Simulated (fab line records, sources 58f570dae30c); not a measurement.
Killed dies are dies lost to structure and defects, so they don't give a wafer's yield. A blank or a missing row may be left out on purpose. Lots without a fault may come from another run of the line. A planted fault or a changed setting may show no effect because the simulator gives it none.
A struck lot beside a sound one | flow berkeley_cmos170 | 14 steps out of a route of 331
Sound: wafers L603.2, L603.4, L603.5. Struck: wafers L602.4, L602.5, L602.6. The cause comes at the end.
At each step with rows: each side's tool, then ch and its chambers, then its first start. Under that, the readings that differ: sound wafers | struck wafers | difference of the means | sigmas: that difference in standard deviations of wafers without a fault.
alike: readings whose means differ by less than 2 such deviations, and words and numbers that are the same on both sides. not compared: withheld readings, readings that some wafer has no value for, bounds like >300 that may hide the same value, and numbers for which the record gives no deviation and whose values overlap.
The two part at a step that has a row with sigmas, a row that says differs or no value, or rows on one side only. Numbers that don't overlap but have no deviation are shown without sigmas and don't part them. A reading that every wafer of one side lacks parts them only if that side has two wafers or more.

first, 5 steps without rows for these wafers: UCB170_WELLDRIVE_ANNEAL_03 (time 900 s); UCB170_WELLDRIVE_WET_ETCH_04 (etches SiO2 in BOE, time 120 s); UCB170_ACTIVE_CLEAN_00 (cleans in SPM, time 600 s); UCB170_ACTIVE_CLEAN_01 (cleans in dHF, time 60 s); UCB170_ACTIVE_OXIDATION_02 (target thk 26.4 nm, ox time 1260 s).
UCB170_ACTIVE_THK_MEAS_03:
  sound on film_metro-02, day 7 10:09; struck on film_metro-02, day 7 10:07
  alike: ACTIVE_OXIDE_THK
then, 2 steps without rows for these wafers: UCB170_ACTIVE_ANNEAL_04 (time 900 s); UCB170_ACTIVE_CVD_05 (deposits Si3N4 from SiH2Cl2/NH3, target thk 220 nm, time 3300 s).
UCB170_ACTIVE_THK_MEAS_06:
  sound on film_metro-02, day 7 16:08; struck on film_metro-03, day 7 16:10
  alike: ACTIVE_NITRIDE_THK
then, 3 steps without rows for these wafers: UCB170_ACTIVE_HMDS_07 (prime time 60 s); UCB170_ACTIVE_COAT_08 (resist thk 900 nm); UCB170_ACTIVE_SOFTBAKE_09 (time 60 s).
UCB170_ACTIVE_EXPOSE_10: exposes mask ACTIVE, target cd 1200 nm.
  sound on krf_scanner-02 ch 0, day 7 17:36; struck on krf_scanner-02, day 7 17:31
  no value came back on the struck wafers for exposure_dose_mJ_cm2, focus_offset_nm (nm); on the sound wafers exposure_dose_mJ_cm2 reads 20.011 20.008 20.010
  alike: mask
then, 1 step without rows for these wafers: UCB170_ACTIVE_PEB_11.

WHERE THEY PART
Only at UCB170_ACTIVE_EXPOSE_10, within this record.

WHY: what the simulator had put in
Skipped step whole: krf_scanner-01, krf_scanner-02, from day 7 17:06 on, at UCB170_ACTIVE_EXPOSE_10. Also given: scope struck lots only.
